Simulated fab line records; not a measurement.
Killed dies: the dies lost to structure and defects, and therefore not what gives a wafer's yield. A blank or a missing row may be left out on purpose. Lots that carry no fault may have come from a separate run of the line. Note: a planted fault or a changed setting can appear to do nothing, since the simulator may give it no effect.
fab line records + flow ritCmos
record
- lots=9
- wafers=27
- lastDay=7
route steps=202 shown FOX2@26 M1@202
lots with no fault: from the same line, run without faults
startH: start of the lot's first displayed wafer, in hours after the record's first day + waitH: hours elapsed since this lot's preceding step + " same as the row above + L1.1+2: several wafers, shown together as one row + - value missing, or start not given + * or withheld: withheld + < > ~ a bound
route shown NAME@n: a module of which the file shows steps, and the number in the route of the first + usual: mean/standard deviation of fault-free wafers + same: alike in all rows + chamber/n: place in a boat + sites: per-site readings + _std_site: standard deviation across them + _edge_site: outer sites' mean less inner sites' + radiusMm: for every site, how far away it sits from the centre of the wafer + mask NAME#n: copy n + behind: the most recent tool/chamber to have shaped the wafer + hold: reason for holding the lot/hours on hold/outcome of the hold + device: which transistor (n, p or np) failed to switch + end of line: at the end of the route, the tests of the same wafers + for a step that has no rows: nothing shown but its recipe + killed: not the wafer's yield, but the dies lost to structure and defects at the first sort + map: a wafer's dies, marking killed ones x, the rest . and places with no die _
set.NAME: the run value of the setting; set.NAME@STEP: its run value at that earlier step + model.NAME: the simulator's own value behind a step, which no gauge read
route steps across a sampled set of lots; one table per step, one row per wafer
services: the hour from which a tool's chamber was out of use, counted from the record's first day as startH (under 0 if before that day), plus the number of hours and why
## steps
# step RIT_FOX2_WET_ETCH_03
# recipe
- chemistry=H3PO4
- target=Si3N4
- targetDepthNm=195
- tempC=165
- timeS=2700
| lot.wafer  | tool        | chamber | startH | waitH |
|------------|-------------|---------|--------|-------|
| L816.1+4+6 | wetBench-04 | 1       | 20.11  | 0.0   |
| L817.1+3+4 | wetBench-04 | 3       | 25.16  | 0.0   |
| L818.2+4+6 | wetBench-04 | 1       | 28.84  | 0.0   |
| L819.3+4+5 | wetBench-03 | 0       | 36.78  | 0.0   |
| L820.2+4+6 | wetBench-04 | 3       | 39.83  | 0.0   |
| L827.1+3+5 | wetBench-04 | 3       | 76.27  | 0.0   |
| L834.2+4+6 | wetBench-02 | 2       | 110.42 | 0.0   |
| L836.1+5+6 | wetBench-02 | 1       | 121.13 | 0.0   |
| L839.3+4+5 | wetBench-04 | 0       | 137.37 | 0.0   |
# step RIT_M1_PROBE_99
# usual
- killedAtContacts=0.0/0.2
- killedAtFrontEnd=6.6/2.9
- killedDies=6.6/3
- killedOnRim=1.7/1.4
- killedOpen=3.4/2
- killedShort=3.2/2
# same
- grossDies=264
- killed_at_M0_to_M3=0
- killed_at_M4_up=0
- killedAtBackSide=0
- killedAtOther=0
| lot.wafer | tool      | chamber | startH | waitH | killedAtContacts | killedAtFrontEnd | killedDies | killedOnRim | killedOpen | killedShort |
|-----------|-----------|---------|--------|-------|------------------|------------------|------------|-------------|------------|-------------|
| L827.1    | prober-01 | -       | 117.65 | 0.1   | 0                | 23               | 23         | 8           | 5          | 2           |
| L827.3    | prober-01 | -       | 117.75 | 0.2   | 0                | 24               | 24         | 11          | 2          | 4           |
| L827.5    | prober-01 | -       | 117.85 | 0.2   | 0                | 24               | 24         | 11          | 2          | 6           |
# killed by level:class
L827.1 FOX2:unspecified=16 GATE:geometricParticle:open=2 FOX1:geometricParticle:open=1 GATE:geometricParticle:short=1 REOX:geometricParticle:open=1 SILICIDE:geometricParticle:open=1 SILICIDE:geometricParticle:short=1
L827.3 FOX2:unspecified=18 FOX1:geometricParticle:open=2 SILICIDE:geometricParticle:short=2 GATE:geometricParticle:short=1 REOX:geometricParticle:short=1
L827.5 FOX2:unspecified=16 FOX1:geometricParticle:short=3 GATE:geometricParticle:short=3 GATE:geometricParticle:open=2
## services
| tool        | chamber | startH | hours | kind   |
|-------------|---------|--------|-------|--------|
| wetBench-03 | -       | 67.34  | 3.2   | repair |
## key
firstSign
- step=RIT_M1_PROBE_99
- reading=killedAtFrontEnd
- direction=up
- sigmas=5.8
- usual=6.6
- struck=23.7
effect
- step=RIT_M1_PROBE_99
- reading=killedDies
- direction=up
- sigmas=5.7
- usual=6.6
- struck=23.7
metAt RIT_FOX2_WET_ETCH_03
struckLots L827
struckWafers L827.1,L827.3,L827.5
testerLeftOut L827
onsetBetween 39.83 76.27
fault
- kind=chamberParticleSource
- tool=wetBench-04
- chamber=3
- onsetH=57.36
- steps=RIT_FOX2_WET_ETCH_03
- ratePerVisitCm2=0.41013
- endH=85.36
# testerLeftOut: of these lots the tester's yield and bins aren't shown, on N5 and GAA mostly nor the transistor test; their killed dies are dies lost to structure and defects alone, not to doping, threshold or leakage, so they don't give the yield
